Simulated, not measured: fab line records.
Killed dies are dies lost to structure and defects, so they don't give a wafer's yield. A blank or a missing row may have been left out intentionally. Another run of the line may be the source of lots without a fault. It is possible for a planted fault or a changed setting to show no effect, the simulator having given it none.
Matching of chambers + flow berkeley_cmos170 + 4 sister chambers for UCB170_V2_CMP_02 on cmp-01
The step polishes SiO2. 18 wafers are shown with their chamber, then 9 later ones without.

== WAFERS WITH THEIR CHAMBER ==
| wafer  | chamber | motor_current_A (A) | platen_rpm (rpm) |
|--------|---------|---------------------|------------------|
| L714.1 | 2       | 12.5                | 59.90            |
| L714.4 | 1       | 13.3                | 60.03            |
| L714.6 | 0       | 17.3                | 59.98            |
| L712.1 | 0       | 18.2                | 60.03            |
| L712.2 | 2       | 12.2                | 60.00            |
| L712.3 | 3       | 16.0                | 60.02            |
| L713.4 | 1       | 14.5                | 60.03            |
| L713.5 | 0       | 18.3                | 60.03            |
| L713.6 | 3       | 15.4                | 60.00            |
| L720.2 | 0       | 18.5                | 59.97            |
| L720.4 | 3       | 15.4                | 59.96            |
| L720.6 | 0       | 17.9                | 59.97            |
| L723.1 | 3       | 15.0                | 59.99            |
| L723.4 | 0       | 18.2                | 59.96            |
| L723.5 | 2       | 11.8                | 59.97            |
| L725.3 | 0       | 17.9                | 59.99            |
| L725.4 | 1       | 13.8                | 60.01            |
| L725.5 | 3       | 15.7                | 59.98            |

SIGNATURES (averages over the wafers above)
| reading         | chamber 0 | chamber 1 | chamber 2 | chamber 3 | scatter within a chamber |
|-----------------|-----------|-----------|-----------|-----------|--------------------------|
| motor_current_A | 18.043    | 13.867    | 12.167    | 15.500    | 0.418                    |
| platen_rpm      | 59.9900   | 60.0233   | 59.9567   | 59.9900   | 0.0299                   |
Rule: a wafer's distance from a chamber is the root of the sum, over the readings, of the square of ((its reading less the chamber's mean) divided by the reading's scatter). If the next closest chamber is less than 2 further off than the closest, the wafer can't be placed; otherwise it belongs to the closest. The scatter: take each reading less its chamber's mean, square it, sum over the shown wafers, divide by the number of wafers less the number of chambers, and take the root.

== WAFERS WITHOUT THEIR CHAMBER ==
| wafer  | motor_current_A (A) | platen_rpm (rpm) |
|--------|---------------------|------------------|
| L727.3 | 14.3                | 60.01            |
| L727.4 | 14.9                | 60.03            |
| L727.6 | 16.8                | 59.98            |
| L728.2 | 17.8                | 59.93            |
| L728.4 | 15.3                | 59.99            |
| L728.6 | 17.1                | 60.03            |
| L732.2 | 15.4                | 60.04            |
| L732.3 | 14.5                | 59.95            |
| L732.4 | 11.7                | 59.98            |

== CHAMBER TAKEN BY EACH ==
| wafer  | from the rows above     | in truth |
|--------|-------------------------|----------|
| L727.3 | can't be placed: 1 or 3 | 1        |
| L727.4 | can't be placed: 3 or 1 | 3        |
| L727.6 | can't be placed: 0 or 3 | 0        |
| L728.2 | 0                       | 0        |
| L728.4 | 3                       | 3        |
| L728.6 | can't be placed: 0 or 3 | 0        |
| L732.2 | 3                       | 3        |
| L732.3 | can't be placed: 3 or 1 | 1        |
| L732.4 | 2                       | 2        |
Correct placement for 4 of the 9. Not placeable from these rows: 5 (in 5, the candidates include the true chamber). Number placed wrongly: 0.
